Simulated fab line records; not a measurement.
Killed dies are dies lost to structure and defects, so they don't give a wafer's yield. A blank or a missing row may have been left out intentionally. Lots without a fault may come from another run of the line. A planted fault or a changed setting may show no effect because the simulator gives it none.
Which tool was responsible?    flow berkeley_cmos170    14 lots, 42 wafers sampled, at 2 steps of a route of 331

WHAT EACH GAUGE READ, for each wafer
UCB170_NSD_OVL_MEAS_07.
lot   measured      on          NSD_OVL (nm)
L442  day 7 03:02   overlay-01  -1 1 -2
L444  day 7 15:14   overlay-02  1 -3 0
L453  day 9 08:53   overlay-02  -3 0 -2
L452  day 9 09:14   overlay-01  10 4 9
L451  day 9 09:30   overlay-02  4 -3 1
L456  day 10 04:02  overlay-02  6 13 4
L457  day 10 04:17  overlay-02  1 3 -3
L455  day 10 04:31  overlay-02  -2 3 4
L458  day 10 08:44  overlay-01  0 3 -3
L460  day 10 08:54  overlay-02  -4 -4 -2
L461  day 11 07:27  overlay-02  -10 -9 -8
L463  day 11 14:59  overlay-01  -7 -6 -1
L462  day 11 15:22  overlay-02  5 2 -3
L464  day 12 00:04  overlay-01  -4 -3 -6

UCB170_SILICIDE_THK_MEAS_03: measures by xrf.
lot   measured      on             SILICIDE_TI_THK (nm)
L442  day 7 05:17   film_metro-01  30.0 29.6 29.9
L444  day 7 17:38   film_metro-03  30.1 30.3 30.0
L453  day 9 11:24   film_metro-04  29.8 30.1 29.8
L452  day 9 11:40   film_metro-03  30.3 30.1 29.9
L451  day 9 12:18   film_metro-03  30.2 29.9 30.2
L456  day 10 06:11  film_metro-01  30.4 29.6 29.8
L457  day 10 06:52  film_metro-03  29.9 29.5 29.6
L455  day 10 07:14  film_metro-01  30.1 30.1 30.2
L458  day 10 11:02  film_metro-03  29.9 30.0 30.4
L460  day 10 11:25  film_metro-03  30.1 30.3 30.2
L461  day 11 09:56  film_metro-01  29.7 29.7 29.5
L463  day 11 17:08  film_metro-04  29.7 30.2 29.9
L462  day 11 17:31  film_metro-03  30.1 29.6 29.9
L464  day 12 02:13  film_metro-03  30.4 30.7 30.2

WHICH TOOL RAN EACH LOT (tool, then ch and the chambers of the sampled wafers, then the start)
The record shows no process step preceding these readings.

AS READ BY THE TOOLS THEMSELVES (means over the sampled wafers that have a number; for cases with no such wafer, the mark the record gives instead)
The record holds no such reading with a usual standard deviation.

THE ANSWER, worked out from the rows above alone
Rule: the usual values come from the lots themselves. The widest of any qualifying gaps counts: lots, ordered by their means at a reading, are off when they make up no more than a third of the lots, leave a main group of 4 or more, and stand apart from it by 3 or more times the standard deviation of that group's means. A main group is skipped when, at the precision printed for the reading in the tables above, its means are all equal. A lot without any number at a reading at which 4 lots or more have one is off too. Any other lot the step has rows for is counted as sound. Order of review: gauges by route order, followed by the tools' own readings, for which a lot's mean as printed above is used. At the first step where some lot is off, the reading lying furthest off is the one used; lots without a number count as furthest.
Nothing can be told from this: no lot is off at any reading shown.

WHAT HAD BEEN PUT IN BY THE SIMULATOR
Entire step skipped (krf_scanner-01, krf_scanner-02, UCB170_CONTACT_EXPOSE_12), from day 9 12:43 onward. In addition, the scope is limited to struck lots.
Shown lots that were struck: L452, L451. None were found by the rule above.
